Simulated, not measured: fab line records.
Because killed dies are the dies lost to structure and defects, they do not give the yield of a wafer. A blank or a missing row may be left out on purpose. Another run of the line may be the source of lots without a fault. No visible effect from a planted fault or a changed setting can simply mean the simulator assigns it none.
Which tool is to blame? :: flow berkeley_cmos170 :: Sampling: 14 lots, 42 wafers, 5 of 331 route steps

== WHAT THE GAUGES READ, wafer by wafer ==
UCB170_NVT_OVL_MEAS_06.
lot: L110
measured: day 6 04:40
on: overlay-02
NVT_OVL (nm): -2 -2 -3

lot: L111
measured: day 6 14:05
on: overlay-02
NVT_OVL (nm): -5 -5 -2

lot: L112
measured: day 6 13:51
on: overlay-01
NVT_OVL (nm): -1 2 4

lot: L113
measured: day 7 04:59
on: overlay-01
NVT_OVL (nm): 2 1 -2

lot: L114
measured: day 7 14:39
on: overlay-01
NVT_OVL (nm): 13 6 7

lot: L116
measured: day 7 14:39
on: overlay-02
NVT_OVL (nm): -14 3 -7

lot: L117
measured: day 8 04:02
on: overlay-01
NVT_OVL (nm): 6 3 5

lot: L119
measured: day 8 13:46
on: overlay-01
NVT_OVL (nm): 0 5 -1

lot: L120
measured: day 9 02:41
on: overlay-01
NVT_OVL (nm): -3 -2 1

lot: L126
measured: day 10 02:44
on: overlay-01
NVT_OVL (nm): -1 -4 4

lot: L128
measured: day 10 16:13
on: overlay-02
NVT_OVL (nm): 5 1 7

lot: L129
measured: day 10 22:38
on: overlay-02
NVT_OVL (nm): 10 4 3

lot: L132
measured: day 11 23:49
on: overlay-02
NVT_OVL (nm): -7 -5 3

lot: L133
measured: day 11 23:08
on: overlay-02
NVT_OVL (nm): -1 -4 -4

UCB170_NSD_OVL_MEAS_07.
lot: L110
measured: day 7 13:34
on: overlay-02
NSD_OVL (nm): 2 3 -1

lot: L111
measured: day 8 06:53
on: overlay-01
NSD_OVL (nm): 0 8 4

lot: L112
measured: day 8 07:04
on: overlay-01
NSD_OVL (nm): 3 0 3

lot: L113
measured: day 8 20:32
on: overlay-01
NSD_OVL (nm): 7 8 4

lot: L114
measured: day 9 01:37
on: overlay-02
NSD_OVL (nm): 8 7 7

lot: L116
measured: day 9 01:22
on: overlay-02
NSD_OVL (nm): 5 4 1

lot: L117
measured: day 9 11:57
on: overlay-01
NSD_OVL (nm): 4 9 1

lot: L119
measured: day 10 02:07
on: overlay-01
NSD_OVL (nm): 6 9 3

lot: L120
measured: day 10 09:47
on: overlay-02
NSD_OVL (nm): -2 3 -3

lot: L126
measured: day 11 21:34
on: overlay-02
NSD_OVL (nm): 1 4 6

lot: L128
measured: day 12 04:56
on: overlay-02
NSD_OVL (nm): 4 6 0

lot: L129
measured: day 12 14:43
on: overlay-02
NSD_OVL (nm): 2 10 1

lot: L132
measured: day 13 14:30
on: overlay-01
NSD_OVL (nm): 6 4 11

lot: L133
measured: day 13 14:13
on: overlay-02
NSD_OVL (nm): -3 -8 -6

UCB170_SDANNEAL_RS_MEAS_04: uses a four-point probe to measure.
lot: L110
measured: day 7 17:13
on: film_metro-04
PLDD_RS (ohm/sq): 1029 1028 1032

lot: L111
measured: day 8 08:57
on: film_metro-01
PLDD_RS (ohm/sq): 1026 1029 1027

lot: L112
measured: day 8 08:56
on: film_metro-02
PLDD_RS (ohm/sq): 1032 1030 1027

lot: L113
measured: day 8 22:09
on: film_metro-04
PLDD_RS (ohm/sq): 1037 1039 1036

lot: L114
measured: day 9 03:32
on: film_metro-04
PLDD_RS (ohm/sq): 1031 1025 1032

lot: L116
measured: day 9 03:09
on: film_metro-02
PLDD_RS (ohm/sq): 1031 1030 1030

lot: L117
measured: day 9 13:35
on: film_metro-04
PLDD_RS (ohm/sq): 1027 1027 1028

lot: L119
measured: day 10 03:49
on: film_metro-04
PLDD_RS (ohm/sq): 1037 1032 1035

lot: L120
measured: day 10 11:45
on: film_metro-04
PLDD_RS (ohm/sq): 1030 1031 1033

lot: L126
measured: day 11 23:14
on: film_metro-02
PLDD_RS (ohm/sq): 1030 1033 1037

lot: L128
measured: day 12 06:55
on: film_metro-04
PLDD_RS (ohm/sq): - - -

lot: L129
measured: day 12 16:20
on: film_metro-02
PLDD_RS (ohm/sq): - - -

lot: L132
measured: day 13 16:10
on: film_metro-02
PLDD_RS (ohm/sq): 1036 1036 1040

lot: L133
measured: day 13 15:55
on: film_metro-04
PLDD_RS (ohm/sq): 1031 1034 1032

== EACH LOT AND THE TOOL THAT RAN IT (in order: tool; ch and the chambers of the sampled wafers; start) ==
lot: L110
UCB170_NWELL_ETCH_13: rie_diel-02 ch 0,2,3, day 2 13:11
UCB170_PLDD_IMPLANT_08: implanter-04 ch 0, day 7 02:20

lot: L111
UCB170_NWELL_ETCH_13: rie_diel-02 ch 0,1,3, day 2 20:10
UCB170_PLDD_IMPLANT_08: implanter-03 ch 0, day 7 17:30

lot: L112
UCB170_NWELL_ETCH_13: rie_diel-04 ch 1,2,3, day 2 20:10
UCB170_PLDD_IMPLANT_08: implanter-04 ch 0, day 7 17:45

lot: L113
UCB170_NWELL_ETCH_13: rie_diel-01 ch 0,1,3, day 3 04:47
UCB170_PLDD_IMPLANT_08: implanter-03 ch 0, day 8 05:34

lot: L114
UCB170_NWELL_ETCH_13: rie_diel-02 ch 0,2,3, day 3 11:32
UCB170_PLDD_IMPLANT_08: implanter-03 ch 0, day 8 13:39

lot: L116
UCB170_NWELL_ETCH_13: rie_diel-01 ch 0,1,3, day 3 12:07
UCB170_PLDD_IMPLANT_08: implanter-02 ch 0, day 8 13:49

lot: L117
UCB170_NWELL_ETCH_13: rie_diel-04 ch 1,2, day 4 02:22
UCB170_PLDD_IMPLANT_08: implanter-03 ch 0, day 9 00:15

lot: L119
UCB170_NWELL_ETCH_13: rie_diel-02 ch 0,1,3, day 4 10:40
UCB170_PLDD_IMPLANT_08: implanter-04 ch 0, day 9 11:53

lot: L120
UCB170_NWELL_ETCH_13: rie_diel-02 ch 0,2,3, day 4 16:31
UCB170_PLDD_IMPLANT_08: implanter-02 ch 0, day 9 20:53

lot: L126
UCB170_NWELL_ETCH_13: rie_diel-01 ch 0,1,2, day 5 17:17
UCB170_PLDD_IMPLANT_08: implanter-03 ch 0, day 11 05:59

lot: L128
UCB170_NWELL_ETCH_13: rie_diel-01 ch 1,3, day 6 03:07
UCB170_PLDD_IMPLANT_08: implanter-02 ch 0, day 11 17:31

lot: L129
UCB170_NWELL_ETCH_13: rie_diel-02 ch 0,1,2, day 6 10:38
UCB170_PLDD_IMPLANT_08: implanter-02 ch 0, day 11 22:30

lot: L132
UCB170_NWELL_ETCH_13: rie_diel-04 ch 1,3, day 7 11:21
UCB170_PLDD_IMPLANT_08: implanter-03 ch 0, day 13 02:31

lot: L133
UCB170_NWELL_ETCH_13: rie_diel-01 ch 0,1,3, day 7 11:35
UCB170_PLDD_IMPLANT_08: implanter-04 ch 0, day 13 02:19
- UCB170_NWELL_ETCH_13: etches Si3N4 in CH3F/Ar/O2, stops on SiO2, target depth 246.4 nm, time 154 s.
- UCB170_PLDD_IMPLANT_08

== AS READ BY THE TOOLS THEMSELVES (means over the sampled wafers that have a number; for cases with no such wafer, the mark the record gives instead) ==
UCB170_NWELL_ETCH_13.
lot: L110
tool: rie_diel-02
chamber_pressure_mTorr (mTorr): 49.98
drypump_motor_current_A (A): 6.1
oes_product_au (a.u.): 0.939
throttle_valve_pct (%): 8.09

lot: L111
tool: rie_diel-02
chamber_pressure_mTorr (mTorr): 50.01
drypump_motor_current_A (A): 6.0
oes_product_au (a.u.): 0.946
throttle_valve_pct (%): 8.10

lot: L112
tool: rie_diel-04
chamber_pressure_mTorr (mTorr): 50.01
drypump_motor_current_A (A): 6.0
oes_product_au (a.u.): 0.936
throttle_valve_pct (%): 8.08

lot: L113
tool: rie_diel-01
chamber_pressure_mTorr (mTorr): 49.98
drypump_motor_current_A (A): 5.7
oes_product_au (a.u.): 0.935
throttle_valve_pct (%): 8.05

lot: L114
tool: rie_diel-02
chamber_pressure_mTorr (mTorr): 49.99
drypump_motor_current_A (A): 6.2
oes_product_au (a.u.): 0.935
throttle_valve_pct (%): 8.10

lot: L116
tool: rie_diel-01
chamber_pressure_mTorr (mTorr): 50.00
drypump_motor_current_A (A): 5.7
oes_product_au (a.u.): 0.929
throttle_valve_pct (%): 8.05

lot: L117
tool: rie_diel-04
chamber_pressure_mTorr (mTorr): 50.01
drypump_motor_current_A (A): 5.9
oes_product_au (a.u.): 0.940
throttle_valve_pct (%): 7.96

lot: L119
tool: rie_diel-02
chamber_pressure_mTorr (mTorr): 50.01
drypump_motor_current_A (A): 6.0
oes_product_au (a.u.): 0.938
throttle_valve_pct (%): 8.09

lot: L120
tool: rie_diel-02
chamber_pressure_mTorr (mTorr): 49.98
drypump_motor_current_A (A): 6.1
oes_product_au (a.u.): 0.945
throttle_valve_pct (%): 8.10

lot: L126
tool: rie_diel-01
chamber_pressure_mTorr (mTorr): 49.95
drypump_motor_current_A (A): 5.8
oes_product_au (a.u.): 0.930
throttle_valve_pct (%): 8.08

lot: L128
tool: rie_diel-01
chamber_pressure_mTorr (mTorr): 49.99
drypump_motor_current_A (A): 5.6
oes_product_au (a.u.): 0.927
throttle_valve_pct (%): 8.09

lot: L129
tool: rie_diel-02
chamber_pressure_mTorr (mTorr): 49.99
drypump_motor_current_A (A): 5.9
oes_product_au (a.u.): 0.934
throttle_valve_pct (%): 8.04

lot: L132
tool: rie_diel-04
chamber_pressure_mTorr (mTorr): 50.00
drypump_motor_current_A (A): 5.9
oes_product_au (a.u.): 0.934
throttle_valve_pct (%): 8.13

lot: L133
tool: rie_diel-01
chamber_pressure_mTorr (mTorr): 49.99
drypump_motor_current_A (A): 5.7
oes_product_au (a.u.): 0.948
throttle_valve_pct (%): 8.06

UCB170_PLDD_IMPLANT_08.
lot: L110
tool: implanter-04
beam_energy_keV: 9.999
beam_on_s (s): 10.32
tilt_deg (degrees): 7.003

lot: L111
tool: implanter-03
beam_energy_keV: 9.999
beam_on_s (s): 10.11
tilt_deg (degrees): 6.955

lot: L112
tool: implanter-04
beam_energy_keV: 10.002
beam_on_s (s): 10.47
tilt_deg (degrees): 6.995

lot: L113
tool: implanter-03
beam_energy_keV: 10.001
beam_on_s (s): 9.89
tilt_deg (degrees): 6.986

lot: L114
tool: implanter-03
beam_energy_keV: 10.001
beam_on_s (s): 10.10
tilt_deg (degrees): 6.988

lot: L116
tool: implanter-02
beam_energy_keV: 9.999
beam_on_s (s): 9.85
tilt_deg (degrees): 7.009

lot: L117
tool: implanter-03
beam_energy_keV: 10.002
beam_on_s (s): 10.10
tilt_deg (degrees): 7.005

lot: L119
tool: implanter-04
beam_energy_keV: 10.001
beam_on_s (s): 10.35
tilt_deg (degrees): 6.988

lot: L120
tool: implanter-02
beam_energy_keV: 10.003
beam_on_s (s): 9.81
tilt_deg (degrees): 6.976

lot: L126
tool: implanter-03
beam_energy_keV: 10.002
beam_on_s (s): 10.10
tilt_deg (degrees): 6.982

lot: L128
tool: implanter-02
beam_energy_keV: 9.997
beam_on_s (s): 9.95
tilt_deg (degrees): 8.873

lot: L129
tool: implanter-02
beam_energy_keV: 9.998
beam_on_s (s): 9.84
tilt_deg (degrees): 8.856

lot: L132
tool: implanter-03
beam_energy_keV: 9.999
beam_on_s (s): 9.96
tilt_deg (degrees): 7.008

lot: L133
tool: implanter-04
beam_energy_keV: 10.003
beam_on_s (s): 10.39
tilt_deg (degrees): 6.979

== THE ANSWER, worked out from the rows above alone ==
Rule: the usual values come from the lots themselves. The widest of any qualifying gaps counts: lots, ordered by their means at a reading, are off when they make up no more than a third of the lots, leave a main group of 4 or more, and stand apart from it by 3 or more times the standard deviation of that group's means. A main group whose means are all the same, to the digits that the tables above print for the reading, isn't used. Also off: a lot with no number at a reading for which 4 or more lots have one. The other lots that the step has rows for count as sound. After the gauges, taken in route order, come the tools' own readings; for these a lot's mean is taken, as printed above. The first step at which some lot is off is used, and at that step the reading that is off furthest; a lot without a number counts as furthest.
Off: L128, L129, at UCB170_SDANNEAL_RS_MEAS_04 (PLDD_RS). Without a number there: L128, L129. Main group: mean 1032 ohm/sq, sd 3.3.
If a tool, at a process step before that reading, ran all the lots that are off and no sound lot after the first of them, it fits. Not tried: the gauges at UCB170_SDANNEAL_RS_MEAS_04; whatever is off there is also off at UCB170_PLDD_IMPLANT_08, on other tools, and gauge error can't account for it. One fits: implanter-02 at UCB170_PLDD_IMPLANT_08. Its last sound lot is L120 (day 9 20:53), its first lot that is off L128 (day 11 17:31): a fault that began between those two fits.
The tool's own readings at UCB170_PLDD_IMPLANT_08 bear it out: on the lots that are off they differ by more than 5 times the standard deviation of the sound lots' means. tilt_deg reads 8.864 degrees there against 6.990 degrees on the sound lots.

== WHAT HAD BEEN PUT IN BY THE SIMULATOR ==
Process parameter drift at UCB170_PLDD_IMPLANT_08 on implanter-02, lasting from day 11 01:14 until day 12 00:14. A move of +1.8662 in setting tilt_deg, from 7. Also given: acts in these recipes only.
Shown lots that were struck: L128, L129. Same finding as the rule above.
